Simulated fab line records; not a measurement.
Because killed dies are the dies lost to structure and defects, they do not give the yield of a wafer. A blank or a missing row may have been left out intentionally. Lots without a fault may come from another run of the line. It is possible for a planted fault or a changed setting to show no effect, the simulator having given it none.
fab line records + flow berkeley_cmos170
[record]
- lots = 14
- wafers = 42
- last_day = 12
route steps=331 shown START@4 NWELL@16 NLDD@162
lots that met no fault: from a run of the same line without faults
start_h: start of the lot's first displayed wafer, in hours after the record's first day + wait_h: hours since the lot's step before + " the same as in the row above + L1.1+2: a single row standing in for several wafers + - no value, or no start given + * or withheld: withheld + < > ~ a bound
route shown NAME@n: a module of which the file shows steps, and the number in the route of the first + usual: mean/standard deviation of fault-free wafers + same: alike in all rows + chamber/n: place in a boat + sites: the reading at each site + _std_site: the values' standard deviation + _edge_site: the outer-site mean with the inner-site mean subtracted + radius_mm: how far each site lies from the wafer's centre + mask NAME#n: copy n + behind: the most recent tool/chamber to have shaped the wafer + hold: why the lot was held/for how many hours/how that ended + device: names the non-switching transistor (n, p or np) + end of line: at the end of the route, the tests of the same wafers + where a step has no rows: the recipe by itself + killed: not the wafer's yield, but the dies lost to structure and defects at the first sort + map: a wafer's dies, x killed, . not, _ none there
set.NAME: the setting as run; set.NAME@STEP: as run at that earlier step + model.NAME: the simulator's own value behind a step, which no gauge read
a sample of lots followed through the steps of the route, with each step as a table and each wafer as a row
services: from which hour (start_h, from the record's first day; less than 0 if before it) a tool's chamber was out of use, for how many hours, and why
[[steps]]
[step UCB170_START_THK_MEAS_03]
[recipe]
- reads = SiO2_of_START_OXIDATION_02
[usual]
- START_OXIDE_THK = 20.0/0.31
| lot.wafer | tool          | chamber | start_h | wait_h | START_OXIDE_THK[nm] |
|-----------|---------------|---------|---------|--------|---------------------|
| L380.1    | film_metro-03 | -       | 15.00   | 0.0    | 20.4                |
| L380.2    | "             | -       | "       | "      | 20.5                |
| L380.5    | "             | -       | "       | "      | 20.6                |
| L381.2    | film_metro-02 | -       | 19.05   | 0.0    | 20.1                |
| L381.3    | "             | -       | "       | "      | 20.1                |
| L381.6    | "             | -       | "       | "      | 19.8                |
| L383.4    | film_metro-02 | -       | 27.82   | 0.0    | 20.0                |
| L383.5    | "             | -       | "       | "      | 20.3                |
| L383.6    | "             | -       | "       | "      | 20.4                |
| L385.1    | film_metro-03 | -       | 36.72   | 0.0    | 19.0                |
| L385.2    | "             | -       | "       | "      | 19.5                |
| L385.5    | "             | -       | "       | "      | 19.3                |
| L384.3    | film_metro-04 | -       | 36.74   | 0.0    | 20.6                |
| L384.4    | "             | -       | "       | "      | 20.4                |
| L384.5    | "             | -       | "       | "      | 20.3                |
| L386.1    | film_metro-04 | -       | 43.38   | 0.0    | 19.6                |
| L386.2    | "             | -       | "       | "      | 19.8                |
| L386.6    | "             | -       | "       | "      | 19.7                |
| L388.3    | film_metro-04 | -       | 55.44   | 0.0    | 20.2                |
| L388.4    | "             | -       | "       | "      | 19.9                |
| L388.6    | "             | -       | "       | "      | 20.0                |
| L389.1    | film_metro-04 | -       | 59.67   | 0.0    | 19.5                |
| L389.4    | "             | -       | "       | "      | 19.7                |
| L389.5    | "             | -       | "       | "      | 19.6                |
| L394.3    | film_metro-04 | -       | 83.74   | 0.0    | 20.0                |
| L394.4    | "             | -       | "       | "      | 20.2                |
| L394.5    | "             | -       | "       | "      | 20.1                |
| L396.1    | film_metro-02 | -       | 93.83   | 0.0    | 20.6                |
| L396.2    | "             | -       | "       | "      | 20.2                |
| L396.3    | "             | -       | "       | "      | 20.3                |
| L397.3    | film_metro-04 | -       | 98.07   | 0.0    | 20.1                |
| L397.4    | "             | -       | "       | "      | 20.1                |
| L397.5    | "             | -       | "       | "      | 20.1                |
| L399.1    | film_metro-04 | -       | 108.90  | 0.0    | 20.0                |
| L399.4    | "             | -       | "       | "      | 20.2                |
| L399.5    | "             | -       | "       | "      | 20.2                |
| L401.2    | film_metro-03 | -       | 121.83  | 0.0    | 19.9                |
| L401.4    | "             | -       | "       | "      | 19.9                |
| L401.5    | "             | -       | "       | "      | 19.9                |
| L402.2    | film_metro-04 | -       | 121.83  | 0.0    | 20.0                |
| L402.4    | "             | -       | "       | "      | 19.7                |
| L402.6    | "             | -       | "       | "      | 19.6                |
[step UCB170_NWELL_THK_MEAS_02]
[recipe]
- reads = SiO2_of_NWELL_OXIDATION_01
[usual]
- NWELL_OXIDE_THK = 26.0/0.52
| lot.wafer | tool          | chamber | start_h | wait_h | NWELL_OXIDE_THK[nm] |
|-----------|---------------|---------|---------|--------|---------------------|
| L380.1    | film_metro-03 | -       | 26.20   | 0.0    | 27.2                |
| L380.2    | "             | -       | "       | "      | 27.3                |
| L380.5    | "             | -       | "       | "      | 27.0                |
| L381.2    | film_metro-02 | -       | 26.21   | 0.0    | 26.5                |
| L381.3    | "             | -       | "       | "      | 26.6                |
| L381.6    | "             | -       | "       | "      | 26.9                |
| L383.4    | film_metro-03 | -       | 37.10   | 0.0    | 26.3                |
| L383.5    | "             | -       | "       | "      | 26.0                |
| L383.6    | "             | -       | "       | "      | 26.5                |
| L385.1    | film_metro-02 | -       | 45.25   | 0.0    | 25.9                |
| L385.2    | "             | -       | "       | "      | 25.6                |
| L385.5    | "             | -       | "       | "      | 25.7                |
| L384.3    | film_metro-03 | -       | 45.27   | 0.0    | 25.2                |
| L384.4    | "             | -       | "       | "      | 25.1                |
| L384.5    | "             | -       | "       | "      | 25.8                |
| L386.1    | film_metro-03 | -       | 51.33   | 0.0    | 25.6                |
| L386.2    | "             | -       | "       | "      | 25.5                |
| L386.6    | "             | -       | "       | "      | 24.9                |
| L389.1    | film_metro-03 | -       | 66.85   | 0.0    | 25.5                |
| L389.4    | "             | -       | "       | "      | 26.1                |
| L389.5    | "             | -       | "       | "      | 25.5                |
| L388.3    | film_metro-01 | -       | 66.90   | 0.0    | 26.2                |
| L388.4    | "             | -       | "       | "      | 26.0                |
| L388.6    | "             | -       | "       | "      | 26.1                |
| L394.3    | film_metro-02 | -       | 87.94   | 0.0    | 26.1                |
| L394.4    | "             | -       | "       | "      | 25.8                |
| L394.5    | "             | -       | "       | "      | 26.1                |
| L396.1    | film_metro-01 | -       | 102.38  | 0.0    | 25.3                |
| L396.2    | "             | -       | "       | "      | 25.4                |
| L396.3    | "             | -       | "       | "      | 25.1                |
| L397.3    | film_metro-02 | -       | 107.29  | 0.0    | 25.8                |
| L397.4    | "             | -       | "       | "      | 25.8                |
| L397.5    | "             | -       | "       | "      | 25.9                |
| L399.1    | film_metro-02 | -       | 123.17  | 0.0    | 26.2                |
| L399.4    | "             | -       | "       | "      | 26.3                |
| L399.5    | "             | -       | "       | "      | 26.1                |
| L402.2    | film_metro-02 | -       | 130.23  | 0.0    | 26.3                |
| L402.4    | "             | -       | "       | "      | 25.8                |
| L402.6    | "             | -       | "       | "      | 26.6                |
| L401.2    | film_metro-01 | -       | 130.53  | 0.0    | 26.3                |
| L401.4    | "             | -       | "       | "      | 25.7                |
| L401.5    | "             | -       | "       | "      | 26.3                |
[step UCB170_NWELL_STRIP_15]
[recipe]
- chemistry = O2
- power_w = 400
- pressure_mtorr = 3500
- platen_temp_c = withheld
- o2_flow_sccm = 400
- overash_fraction = 0.5
[usual]
- drypump_motor_current_A = 5.7/0.5
- o2_flow_sccm = 400.0/1.1
- oes_product_au = 0.720/0.0046
- strip_time_to_endpoint_s = 18.01/0.088
| lot.wafer | tool            | chamber | start_h | wait_h | drypump_motor_current_A | o2_flow_sccm | oes_product_au | rf_hours_counter_h | strip_time_to_endpoint_s |
|-----------|-----------------|---------|---------|--------|-------------------------|--------------|----------------|--------------------|--------------------------|
| L381.2    | plasma_asher-04 | 0       | 32.17   | 0.1    | 5.9                     | 401.3        | 0.721          | 33                 | 18.06                    |
| L381.3    | "               | 0       | "       | "      | 5.9                     | 400.5        | 0.717          | -                  | 17.93                    |
| L381.6    | "               | 0       | "       | "      | 5.9                     | 399.9        | 0.725          | -                  | 17.96                    |
| L380.1    | plasma_asher-02 | 1       | 32.56   | 0.1    | 5.9                     | 400.9        | 0.718          | 23                 | 18.05                    |
| L380.2    | "               | 0       | "       | "      | 5.5                     | 402.3        | 0.719          | 23                 | 17.98                    |
| L380.5    | "               | 0       | "       | "      | 5.5                     | 399.4        | 0.716          | -                  | 17.97                    |
| L383.4    | plasma_asher-04 | 1       | 45.04   | 0.1    | 4.8                     | 397.1        | 0.725          | -                  | 18.05                    |
| L383.5    | "               | 1       | "       | "      | 4.8                     | 400.6        | 0.718          | -                  | 18.12                    |
| L383.6    | "               | 0       | "       | "      | 5.9                     | 400.9        | 0.718          | -                  | 18.21                    |
| L384.3    | plasma_asher-01 | 1       | 52.98   | 0.1    | 5.6                     | 401.2        | 0.713          | -                  | 18.13                    |
| L384.4    | "               | 0       | "       | "      | 6.6                     | 400.4        | 0.719          | -                  | 17.99                    |
| L384.5    | "               | 1       | "       | "      | 5.7                     | 401.8        | 0.732          | -                  | 18.05                    |
| L385.1    | plasma_asher-04 | 0       | 53.18   | 0.1    | 5.9                     | 400.1        | 0.722          | 35                 | 17.92                    |
| L385.2    | "               | 1       | "       | "      | 4.8                     | 397.9        | 0.725          | 35                 | 18.03                    |
| L385.5    | "               | 1       | "       | "      | 4.8                     | 400.8        | 0.723          | -                  | 17.97                    |
| L386.1    | plasma_asher-02 | 0       | 60.26   | 0.1    | 5.6                     | 401.2        | 0.721          | 27                 | 18.02                    |
| L386.2    | "               | 1       | "       | "      | 5.9                     | 400.4        | 0.725          | 27                 | 18.07                    |
| L386.6    | "               | 0       | "       | "      | 5.5                     | 398.6        | 0.720          | -                  | 17.97                    |
| L389.1    | plasma_asher-02 | 1       | 73.87   | 0.1    | 5.9                     | 397.1        | 0.723          | 28                 | 17.94                    |
| L389.4    | "               | 0       | "       | "      | 5.6                     | 398.6        | 0.717          | -                  | 17.84                    |
| L389.5    | "               | 1       | "       | "      | 5.9                     | 400.3        | 0.724          | -                  | 17.85                    |
| L388.3    | plasma_asher-04 | 0       | 74.18   | 0.1    | 5.9                     | 397.8        | 0.726          | -                  | 18.10                    |
| L388.4    | "               | 1       | "       | "      | 4.8                     | 397.6        | 0.724          | -                  | 18.00                    |
| L388.6    | "               | 1       | "       | "      | 4.8                     | 399.5        | 0.716          | -                  | 18.20                    |
| L394.3    | plasma_asher-01 | 1       | 95.94   | 0.1    | 5.6                     | 400.1        | 0.721          | -                  | 17.93                    |
| L394.4    | "               | 0       | "       | "      | 6.5                     | 399.7        | 0.723          | -                  | 17.94                    |
| L394.5    | "               | 0       | "       | "      | 6.5                     | 401.0        | 0.718          | -                  | 17.90                    |
| L396.1    | plasma_asher-02 | 0       | 110.79  | 0.1    | 5.6                     | 401.0        | 0.724          | 34                 | 17.99                    |
| L396.2    | "               | 1       | "       | "      | 5.9                     | 399.8        | 0.712          | 34                 | 18.08                    |
| L396.3    | "               | 0       | "       | "      | 5.5                     | 399.6        | 0.719          | -                  | 17.93                    |
| L397.3    | plasma_asher-02 | 1       | 115.10  | 0.2    | 5.9                     | 400.1        | 0.727          | -                  | 18.03                    |
| L397.4    | "               | 0       | "       | "      | 5.6                     | 399.6        | 0.717          | -                  | 17.94                    |
| L397.5    | "               | 1       | "       | "      | 5.9                     | 400.6        | 0.719          | -                  | 17.92                    |
| L399.1    | plasma_asher-01 | 1       | 130.59  | 0.1    | 5.6                     | 400.6        | 0.712          | 1                  | 18.00                    |
| L399.4    | "               | 1       | "       | "      | 5.6                     | 400.1        | 0.722          | -                  | 17.99                    |
| L399.5    | "               | 0       | "       | "      | 6.5                     | 400.4        | 0.717          | -                  | 18.01                    |
| L401.2    | plasma_asher-01 | 1       | 137.63  | 0.1    | 5.6                     | 400.6        | 0.713          | 2                  | 18.05                    |
| L401.4    | "               | 0       | "       | "      | 6.6                     | 399.3        | 0.712          | -                  | 17.91                    |
| L401.5    | "               | 1       | "       | "      | 5.6                     | 399.6        | 0.722          | -                  | 17.90                    |
| L402.2    | plasma_asher-01 | 1       | 139.53  | 0.1    | 5.6                     | 398.9        | 0.719          | 2                  | 18.05                    |
| L402.4    | "               | 1       | "       | "      | 5.6                     | 398.5        | 0.718          | -                  | 17.86                    |
| L402.6    | "               | 0       | "       | "      | 6.5                     | 397.5        | 0.726          | -                  | 18.00                    |
[step UCB170_NLDD_PEB_04]
[recipe]
- peb_temp_c = 130
- peb_time_s = withheld
- resist = KrF
[usual]
- heater_power_total_W = 56.81/0.041
- plate_temp_C = 130.00/0.14
| lot.wafer | tool           | chamber | start_h | wait_h | heater_power_total_W | plate_temp_C |
|-----------|----------------|---------|---------|--------|----------------------|--------------|
| L381.2    | litho_track-04 | 0       | 114.27  | 0.7    | 56.80                | 129.92       |
| L381.3    | "              | 0       | "       | "      | 56.80                | 129.60       |
| L381.6    | "              | 0       | "       | "      | 56.82                | 129.91       |
| L380.1    | litho_track-02 | 0       | 115.24  | 0.9    | 56.75                | 129.93       |
| L380.2    | "              | 0       | "       | "      | 56.81                | 129.86       |
| L380.5    | "              | 0       | "       | "      | 56.92                | 129.84       |
| L383.4    | litho_track-04 | 0       | 129.05  | 0.7    | 56.81                | 129.98       |
| L383.5    | "              | 0       | "       | "      | 56.82                | 130.01       |
| L383.6    | "              | 0       | "       | "      | 56.85                | 130.02       |
| L385.1    | litho_track-04 | 0       | 143.20  | 0.1    | 56.81                | 130.06       |
| L385.2    | "              | 0       | "       | "      | 56.79                | 130.13       |
| L385.5    | "              | 0       | "       | "      | 56.80                | 130.23       |
| L384.3    | litho_track-02 | 0       | 145.19  | 0.1    | 56.81                | 129.86       |
| L384.4    | "              | 0       | "       | "      | 56.77                | 129.79       |
| L384.5    | "              | 0       | "       | "      | 56.76                | 130.00       |
| L389.1    | litho_track-04 | 0       | 153.25  | 0.3    | 56.81                | 130.10       |
| L389.4    | "              | 0       | "       | "      | 56.84                | 130.20       |
| L389.5    | "              | 0       | "       | "      | 56.79                | 129.93       |
| L388.3    | litho_track-04 | 0       | 153.58  | 0.2    | 56.85                | 130.00       |
| L388.4    | "              | 0       | "       | "      | 56.85                | 129.78       |
| L388.6    | "              | 0       | "       | "      | 56.81                | 130.14       |
| L386.1    | litho_track-04 | 0       | 154.08  | 0.2    | 56.87                | 130.20       |
| L386.2    | "              | 0       | "       | "      | 56.83                | 129.98       |
| L386.6    | "              | 0       | "       | "      | 56.87                | 130.10       |
| L394.3    | litho_track-02 | 0       | 183.22  | 0.2    | 56.73                | 130.13       |
| L394.4    | "              | 0       | "       | "      | 56.81                | 130.10       |
| L394.5    | "              | 0       | "       | "      | 56.86                | 130.07       |
| L397.3    | litho_track-04 | 0       | 209.88  | 0.1    | 48.88                | 116.05       |
| L397.4    | "              | 0       | "       | "      | 48.87                | 115.84       |
| L397.5    | "              | 0       | "       | "      | 48.84                | 115.90       |
| L396.1    | litho_track-04 | 0       | 214.35  | 0.3    | 48.84                | 116.07       |
| L396.2    | "              | 0       | "       | "      | 48.94                | 115.94       |
| L396.3    | "              | 0       | "       | "      | 48.91                | 116.06       |
| L399.1    | litho_track-02 | 0       | 221.27  | 0.2    | 56.86                | 130.05       |
| L399.4    | "              | 0       | "       | "      | 56.92                | 130.02       |
| L399.5    | "              | 0       | "       | "      | 56.80                | 129.89       |
| L401.2    | litho_track-03 | 0       | 221.85  | 0.1    | 56.84                | 130.12       |
| L401.4    | "              | 0       | "       | "      | 56.79                | 130.06       |
| L401.5    | "              | 0       | "       | "      | 56.86                | 130.00       |
| L402.2    | litho_track-03 | 0       | 236.53  | 0.2    | 56.79                | 129.97       |
| L402.4    | "              | 0       | "       | "      | 56.83                | 129.93       |
| L402.6    | "              | 0       | "       | "      | 56.80                | 129.96       |
[step UCB170_NLDD_CD_MEAS_06]
[recipe]
- target_cd_nm = 1200
[usual]
- cd_nm = 1200.1/1.7
| lot.wafer | tool      | chamber | start_h | wait_h | cd_nm  |
|-----------|-----------|---------|---------|--------|--------|
| L381.2    | cd_sem-01 | -       | 114.54  | -      | 1200.6 |
| L381.3    | "         | -       | "       | "      | 1201.7 |
| L381.6    | "         | -       | "       | "      | 1202.0 |
| L380.1    | cd_sem-01 | -       | 115.52  | -      | 1199.1 |
| L380.2    | "         | -       | "       | "      | 1199.7 |
| L380.5    | "         | -       | "       | "      | 1200.3 |
| L383.4    | cd_sem-02 | -       | 129.31  | -      | 1199.3 |
| L383.5    | "         | -       | "       | "      | 1198.4 |
| L383.6    | "         | -       | "       | "      | 1198.5 |
| L385.1    | cd_sem-01 | -       | 143.47  | -      | 1201.2 |
| L385.2    | "         | -       | "       | "      | 1201.9 |
| L385.5    | "         | -       | "       | "      | 1201.8 |
| L384.3    | cd_sem-01 | -       | 145.48  | -      | 1198.0 |
| L384.4    | "         | -       | "       | "      | 1199.4 |
| L384.5    | "         | -       | "       | "      | 1200.3 |
| L389.1    | cd_sem-01 | -       | 153.53  | -      | 1199.4 |
| L389.4    | "         | -       | "       | "      | 1201.5 |
| L389.5    | "         | -       | "       | "      | 1201.7 |
| L388.3    | cd_sem-01 | -       | 153.84  | -      | 1202.4 |
| L388.4    | "         | -       | "       | "      | 1201.3 |
| L388.6    | "         | -       | "       | "      | 1201.5 |
| L386.1    | cd_sem-01 | -       | 154.35  | -      | 1199.4 |
| L386.2    | "         | -       | "       | "      | 1200.1 |
| L386.6    | "         | -       | "       | "      | 1199.2 |
| L394.3    | cd_sem-01 | -       | 183.49  | -      | 1198.9 |
| L394.4    | "         | -       | "       | "      | 1200.5 |
| L394.5    | "         | -       | "       | "      | 1199.4 |
| L397.3    | cd_sem-01 | -       | 210.15  | -      | 1031.9 |
| L397.4    | "         | -       | "       | "      | 1033.9 |
| L397.5    | "         | -       | "       | "      | 1033.0 |
| L396.1    | cd_sem-02 | -       | 214.63  | -      | 1030.9 |
| L396.2    | "         | -       | "       | "      | 1029.8 |
| L396.3    | "         | -       | "       | "      | 1031.1 |
| L399.1    | cd_sem-02 | -       | 221.54  | -      | 1198.9 |
| L399.4    | "         | -       | "       | "      | 1199.1 |
| L399.5    | "         | -       | "       | "      | 1198.9 |
| L401.2    | cd_sem-02 | -       | 222.12  | -      | 1198.0 |
| L401.4    | "         | -       | "       | "      | 1198.5 |
| L401.5    | "         | -       | "       | "      | 1198.2 |
| L402.2    | cd_sem-01 | -       | 236.80  | -      | 1200.7 |
| L402.4    | "         | -       | "       | "      | 1201.6 |
| L402.6    | "         | -       | "       | "      | 1202.2 |
[[services]]
| tool            | chamber | start_h | hours | kind       |
|-----------------|---------|---------|-------|------------|
| plasma_asher-04 | -       | 84.29   | 2.8   | pm         |
| plasma_asher-04 | -       | 87.04   | 29.1  | pm         |
| plasma_asher-01 | -       | 108.75  | 9.0   | pm         |
| plasma_asher-01 | 0       | 108.75  | 9.0   | vent_cycle |
| plasma_asher-01 | 1       | 108.75  | 9.0   | vent_cycle |
| plasma_asher-01 | 0       | 117.75  | -     | clean      |
| plasma_asher-01 | 1       | 117.75  | -     | clean      |
| plasma_asher-02 | -       | 130.15  | 10.5  | repair     |
| plasma_asher-04 | -       | 131.65  | 1.8   | repair     |
| plasma_asher-02 | -       | 228.23  | 14.6  | pm         |
[[key]]
[first_sign]
- step = UCB170_NLDD_PEB_04
- reading = heater_power_total_W
- direction = down
- sigmas = 99+
- usual = 56.81
- struck = 48.88
[effect]
- step = UCB170_NLDD_PEB_04
- reading = plate_temp_C
- direction = down
- sigmas = 99+
- usual = *
- struck = *
[effect]
- step = UCB170_NLDD_CD_MEAS_06
- reading = cd_nm
- direction = down
- sigmas = 98
- usual = 1200.1
- struck = 1031.8
met_at UCB170_NLDD_PEB_04
struck_lots L396,L397
sort_left_out L396.1,L396.2,L396.3,L397.3,L397.4,L397.5
tester_left_out L396,L397
not_acting_at UCB170_START_THK_MEAS_03,UCB170_NWELL_THK_MEAS_02,UCB170_NWELL_STRIP_15
onset_between 154.08 209.88
[fault]
- kind = process_parameter_drift
- tool = litho_track-04
- chamber = -
- onset_h = 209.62
- steps = UCB170_NLDD_PEB_04
- channel = peb_temp_c
- offset = *
- shape = step
- end_h = 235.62
- acts_in = *
- stated = *
// tester_left_out: of these lots the tester's yield and bins aren't shown, on N5 and GAA mostly nor the transistor test; their killed dies are dies lost to structure and defects alone, not to doping, threshold or leakage, so they don't give the yield
// sort_left_out: the simulated sort isn't trusted on such a fault, so these wafers' sort isn't shown, and their yield isn't known
